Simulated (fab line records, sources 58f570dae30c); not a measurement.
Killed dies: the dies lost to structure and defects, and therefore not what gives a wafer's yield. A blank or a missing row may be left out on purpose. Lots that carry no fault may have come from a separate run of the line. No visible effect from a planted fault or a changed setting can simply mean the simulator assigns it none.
Lot-split experiment + flow berkeley_cmos170 + route with 331 steps; 5 lots, 23 wafers read

## ABOUT THE SPLIT
At UCB170_PWELL_OXIDATION_02 (target thk 26.4 nm, ox time 1260 s), the setting temp_c was moved away from the recipe's 1000 C on 15 of the 23 wafers read, by -2.0% to +2.0%. For the rest of the wafers, this setting stayed at what the recipe calls for.

There is no step in the file separating the split from the reading.

## THE READING
PWELL_OXIDE_THK at UCB170_PWELL_THK_MEAS_03, in nm. Typical for fault-free wafers on this fab line: 26.5 nm, with standard deviation 0.48 nm.

| wafer  | tool, chamber at the split | temp_c as run, C | against the recipe | PWELL_OXIDE_THK, nm | against lot-mates on the recipe |
|--------|----------------------------|------------------|--------------------|---------------------|---------------------------------|
| L076.1 | -, -                       | 1000             | recipe             | 27.6                | -                               |
| L076.2 | -, -                       | 1000             | recipe             | 27.0                | -                               |
| L076.3 | -, -                       | 1000             | recipe             | 26.8                | -                               |
| L076.5 | -, -                       | 1000             | recipe             | 27.4                | -                               |
| L076.6 | -, -                       | 1000             | recipe             | 27.5                | -                               |
| L080.1 | -, -                       | 1020             | +2.0%              | 30.6                | no lot-mate on the recipe       |
| L080.2 | -, -                       | 1020             | +2.0%              | 31.7                | no lot-mate on the recipe       |
| L080.3 | -, -                       | 1020             | +2.0%              | 31.5                | no lot-mate on the recipe       |
| L080.4 | -, -                       | 1020             | +2.0%              | 31.2                | no lot-mate on the recipe       |
| L080.6 | -, -                       | 1020             | +2.0%              | 31.0                | no lot-mate on the recipe       |
| L082.1 | furnace-02, 0              | 1000             | recipe             | 26.7                | -                               |
| L082.4 | furnace-02, 0              | 1000             | recipe             | 26.8                | -                               |
| L082.6 | furnace-02, 0              | 1000             | recipe             | 26.2                | -                               |
| L081.2 | -, -                       | 1009             | +0.9%              | 29.3                | no lot-mate on the recipe       |
| L081.3 | -, -                       | 1009             | +0.9%              | 29.3                | no lot-mate on the recipe       |
| L081.4 | -, -                       | 1009             | +0.9%              | 29.7                | no lot-mate on the recipe       |
| L081.5 | -, -                       | 1009             | +0.9%              | 29.2                | no lot-mate on the recipe       |
| L081.6 | -, -                       | 1009             | +0.9%              | 29.2                | no lot-mate on the recipe       |
| L083.1 | -, -                       | 979.5            | -2.0%              | 20.6                | no lot-mate on the recipe       |
| L083.2 | -, -                       | 979.5            | -2.0%              | 20.8                | no lot-mate on the recipe       |
| L083.4 | -, -                       | 979.5            | -2.0%              | 20.8                | no lot-mate on the recipe       |
| L083.5 | -, -                       | 979.5            | -2.0%              | 21.4                | no lot-mate on the recipe       |
| L083.6 | -, -                       | 979.5            | -2.0%              | 20.8                | no lot-mate on the recipe       |

FIT RESULTS
A straight line over all 23 wafers: PWELL_OXIDE_THK changes by +2.59 nm for each +1% of temp_c; r = +0.99; the points scatter about the line by 0.6 nm.
Too few moved wafers with a lot-mate on the recipe to fit a line net of each lot's own level.

## THE WHOLE CHAIN: every reading that the file lists as answering this split, in the file's order
| step                      | what it does                                                               | reading                                                                            | change (the file's fit)              | r (the file's) |
|---------------------------|----------------------------------------------------------------------------|------------------------------------------------------------------------------------|--------------------------------------|----------------|
| UCB170_PWELL_OXIDATION_02 | target thk 26.4 nm, ox time 1260 s                                         | SiO2_of_PWELL_OXIDATION_02.thk_nm (the simulator's own value, which no gauge read) | +2.6 nm for each +1% of the setting  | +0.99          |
| UCB170_PWELL_THK_MEAS_03  |                                                                            | PWELL_OXIDE_THK                                                                    | +2.6 for each +1% of the setting     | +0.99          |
| UCB170_PWELL_ETCH_14      | etches Si3N4 in CH3F/Ar/O2, stops on SiO2, target depth 242 nm, time 151 s | SiO2_of_PWELL_OXIDATION_02.thk_nm (the simulator's own value, which no gauge read) | +2.55 nm for each +1% of the setting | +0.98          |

## THE FILE'S OWN FIT
PWELL_OXIDE_THK changes by +2.6 nm for each +1% of temp_c, r = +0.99.
